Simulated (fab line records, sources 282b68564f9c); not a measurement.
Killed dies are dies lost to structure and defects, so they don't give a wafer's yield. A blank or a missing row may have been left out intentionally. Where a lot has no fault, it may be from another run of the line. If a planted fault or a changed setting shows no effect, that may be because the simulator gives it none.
Comparing a struck lot with a sound one :: flow rit_cmos :: 15 out of 202 route steps
Sound: the wafers L258.3, L258.5, L258.6. The struck wafers were L268.2, L268.3, L268.5. The cause is named last.
Order at every step that has rows: each side's tool, ch and its chambers, its first start. Under that, the readings that differ: sound wafers :: struck wafers :: difference of the means :: sigmas: that difference in standard deviations of wafers without a fault.
alike: words and numbers the same on both sides, and readings whose means are apart by under 2 such deviations; not compared: readings that were withheld, readings missing a value for some wafer, numbers with overlapping values and no deviation given by the record, and bounds like >300 which may hide the same value.
The two part at a step that has a row with sigmas, a row that says differs or no value, or rows on one side only. Numbers that have no deviation but don't overlap get no sigmas and don't part them. Lack of a reading on every wafer of one side parts them only where that side has two or more wafers.

first, 3 steps without rows for these wafers: RIT_ACTIVE_CLEAN_16 (cleans in dHF, time 30 s); RIT_ACTIVE_CLEAN_17 (cleans in SC2, time 600 s); RIT_FOX1_OXIDATION_00 (target thk 350.7 nm, ox time 1130 s).
RIT_FOX1_THK_MEAS_01:
  sound: film_metro-02 at day 3 15:31; struck: film_metro-02 at day 5 17:36
  alike: FOX1_OXIDE_THK
then, 2 steps without rows for these wafers: RIT_FOX1_WET_ETCH_02 (etches SiO2 in BOE, target depth 350 nm, time 390 s); RIT_FOX2_OXIDATION_00 (target thk 350.7 nm, ox time 1130 s).
RIT_FOX2_THK_MEAS_01:
  sound: film_metro-04 at day 3 17:01; struck: film_metro-04 at day 5 19:10
  alike: FOX2_OXIDE_THK
then, 2 steps without rows for these wafers: RIT_FOX2_CLEAN_02 (cleans in dHF, time 180 s); RIT_FOX2_WET_ETCH_03 (etches Si3N4 in H3PO4, target depth 195 nm, time 2700 s).
RIT_FOX2_THK_MEAS_90:
  sound: film_metro-01 at day 3 17:58; struck: film_metro-01 at day 5 20:03
  alike: FIELD_OXIDE_LEFT_1_THK
then, 2 steps without rows for these wafers: RIT_NWELL_HMDS_00 (prime time 60 s); RIT_NWELL_COAT_01 (resist thk 1300 nm).
RIT_NWELL_SOFTBAKE_02: time 60 s.
  sound on litho_track-03 ch 0, day 3 18:21; struck on litho_track-03 ch 0, day 5 20:25
reading: run_length_s (s)
sound: 89.36 89.62 89.33
struck: 107.14 107.10 106.89
difference: +17.61
sigmas: +98
then, 1 step without rows for these wafers: RIT_NWELL_EXPOSE_03 (exposes mask M2, target cd 43900 nm).
RIT_M1_PROBE_99:
  sound: prober-02 at day 5 11:28; struck: prober-01 at day 7 11:14
  alike: killed_at_contacts, killed_at_front_end, killed_dies, killed_open, killed_short

## WHERE THEY PART
RIT_NWELL_SOFTBAKE_02 only, going by this record. Later steps at which nothing parts them and some readings are alike: RIT_M1_PROBE_99.

WHY: what the simulator had put in
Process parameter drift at RIT_NWELL_SOFTBAKE_02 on litho_track-03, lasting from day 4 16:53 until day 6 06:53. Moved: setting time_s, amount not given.
